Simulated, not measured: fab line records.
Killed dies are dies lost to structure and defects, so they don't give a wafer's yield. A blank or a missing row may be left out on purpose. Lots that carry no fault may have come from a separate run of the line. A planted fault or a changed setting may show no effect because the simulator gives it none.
Which tool did it?	flow rit-cmos	Sampling: 12 lots, 36 wafers, 5 of 202 route steps

WHAT EACH GAUGE READ, for each wafer
RIT_ACTIVE_BOW_MEAS_00.
lot	measured	on	INCOMING_BOW (um)
L257	day 1 10:00	film-metro-04	-2 4 -4
L258	day 1 15:00	film-metro-04	0 5 8
L259	day 1 20:00	film-metro-04	-2 -4 10
L261	day 2 06:00	film-metro-01	-12 -3 -5
L262	day 2 11:00	film-metro-01	-3 3 1
L267	day 3 12:01	film-metro-01	-1 9 -6
L268	day 3 17:01	film-metro-03	-4 0 -5
L274	day 4 23:02	film-metro-04	1 4 0
L277	day 5 14:00	film-metro-03	-1 -10 2
L278	day 5 19:01	film-metro-03	-2 3 -1
L279	day 6 00:00	film-metro-01	-4 1 5
L280	day 6 05:04	film-metro-01	6 -1 6

RIT_CONTACT_CD_MEAS_08: the cd target is 1000 nm.
lot	measured	on	cd-nm (nm)
L257	day 3 08:37	cd-sem-02	998.0 1001.1 1000.2
L258	day 3 11:01	cd-sem-02	1000.9 999.4 1002.1
L259	day 3 17:04	cd-sem-01	996.9 997.7 996.7
L261	day 4 02:10	cd-sem-02	1000.5 1001.1 999.1
L262	day 4 08:56	cd-sem-02	1000.8 1003.7 1004.2
L267	day 5 13:36	cd-sem-02	1006.3 1009.2 1009.2 1006.4 1008.2 1009.0
L268	day 5 18:39	cd-sem-02	1005.5 1004.6 1002.9
L274	day 6 22:44	cd-sem-02	999.0 1000.1 1000.4
L277	day 7 12:48	cd-sem-02	998.6 996.3 999.1
L278	day 7 18:47	cd-sem-02	998.8 997.5 1001.1
L279	day 7 20:31	cd-sem-02	997.1 997.4 998.8
L280	day 8 01:58	cd-sem-01	998.8 1000.9 1002.0

RIT_M1_CD_MEAS_09: the cd target is 2600 nm.
lot	measured	on	cd-nm (nm)
L257	day 3 11:20	cd-sem-01	2597.6 2596.6 2596.2
L258	day 3 13:40	cd-sem-01	2602.4 2602.7 2600.5
L259	day 3 19:42	cd-sem-02	2597.5 2598.4 2599.1
L261	day 4 04:40	cd-sem-02	2599.4 2601.9 2603.0
L262	day 4 11:31	cd-sem-02	2600.9 2598.8 2597.8
L267	day 5 17:32	cd-sem-02	2599.6 2597.9 2598.5
L268	day 5 21:20	cd-sem-01	2603.2 2602.0 2600.0
L274	day 7 01:14	cd-sem-02	2598.9 2599.2 2597.1
L277	day 7 15:19	cd-sem-02	2600.0 2599.2 2598.8
L278	day 7 21:33	cd-sem-01	2600.8 2601.8 2601.0
L279	day 7 23:21	cd-sem-02	2603.8 2601.6 2602.5
L280	day 8 04:29	cd-sem-02	2601.6 2600.7 2600.5

RIT_M1_BOW_MEAS_16.
lot	measured	on	M1_BOW (um)
L257	day 3 13:52	film-metro-01	15 24 13
L258	day 3 16:12	film-metro-01	18 21 25
L259	day 3 22:24	film-metro-03	19 18 32
L261	day 4 07:12	film-metro-04	7 15 14
L262	day 4 14:04	film-metro-01	12 18 18
L267	day 5 20:23	film-metro-01	16 26 11
L268	day 5 23:52	film-metro-04	15 17 13
L274	day 7 03:47	film-metro-01	18 21 18
L277	day 7 17:52	film-metro-01	12 5 18
L278	day 8 00:06	film-metro-03	19 23 18
L279	day 8 01:53	film-metro-03	15 19 23
L280	day 8 07:01	film-metro-01	22 14 23

WHAT TOOL EACH LOT RAN ON (gives the tool, then ch and the chambers of the sampled wafers, and finally the start)
lot	RIT_CONTACT_COAT_03
L257	litho-track-04 ch 0, day 3 07:46
L258	litho-track-02 ch 0, day 3 10:12
L259	litho-track-04 ch 0, day 3 16:14
L261	litho-track-01 ch 0, day 4 01:21
L262	litho-track-02 ch 0, day 4 08:00
L267	litho-track-02 ch 0, day 5 12:47
L268	litho-track-02 ch 0, day 5 17:50
L274	litho-track-01 ch 0, day 6 21:56
L277	litho-track-04 ch 0, day 7 11:59
L278	litho-track-01 ch 0, day 7 17:51
L279	litho-track-04 ch 0, day 7 19:41
L280	litho-track-01 ch 0, day 8 01:03
- RIT_CONTACT_COAT_03: resist thk 1000 nm.

WHAT THE TOOLS THEMSELVES READ (means of the sampled wafers that have a number; where no wafer has one, the mark that the record gives instead)
RIT_CONTACT_COAT_03.
lot	tool	dispense-pressure-kPa (kPa)	spin-speed-rpm (rpm)
L257	litho-track-04	53.5	3250.0
L258	litho-track-02	52.7	3247.7
L259	litho-track-04	53.5	3250.6
L261	litho-track-01	55.6	3249.1
L262	litho-track-02	52.8	3253.2
L267	litho-track-02	52.7	3717.6
L268	litho-track-02	52.7	3715.7
L274	litho-track-01	55.6	3253.3
L277	litho-track-04	53.5	3249.7
L278	litho-track-01	55.6	3250.5
L279	litho-track-04	53.5	3251.5
L280	litho-track-01	55.6	3247.5

THE ANSWER, worked out from the rows above alone
Rule: the usual values come from the lots themselves. The widest of any qualifying gaps counts: lots, ordered by their means at a reading, are off when they make up no more than a third of the lots, leave a main group of 4 or more, and stand apart from it by 3 or more times the standard deviation of that group's means. If all means in a main group match to the digits the tables above print for the reading, that group is not used. Also off: a lot with no number at a reading for which 4 or more lots have one. The other lots that the step has rows for count as sound. The gauges are gone through in route order, then the tools' own readings, and for those a lot's mean is taken as printed above. At the first step where some lot is off, the reading lying furthest off is the one used; lots without a number count as furthest.
Off: L267, L268, at RIT_CONTACT_COAT_03 (spin-speed-rpm). Mean 3250.3 rpm and standard deviation 1.9 in the main group.
A tool fits if, at that step or a process step before it, it ran every lot that is off, and no sound lot after the first of them. One fits: RIT_CONTACT_COAT_03 on litho-track-02. Its last sound lot is L262 (day 4 08:00), its first lot that is off L267 (day 5 12:47): a fault that began between those two fits.
On the lots that are off, the tool's own readings at RIT_CONTACT_COAT_03 differ by more than 5 times the standard deviation of the sound lots' means, which bears it out; spin-speed-rpm reads 3716.6 rpm there versus 3250.3 rpm on the sound lots.

WHAT THE SIMULATOR HAD INSERTED
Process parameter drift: litho-track-02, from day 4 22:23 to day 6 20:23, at RIT_CONTACT_COAT_03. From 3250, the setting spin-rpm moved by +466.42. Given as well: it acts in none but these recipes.
Shown lots that were struck: L267, L268. The rule above found the same.
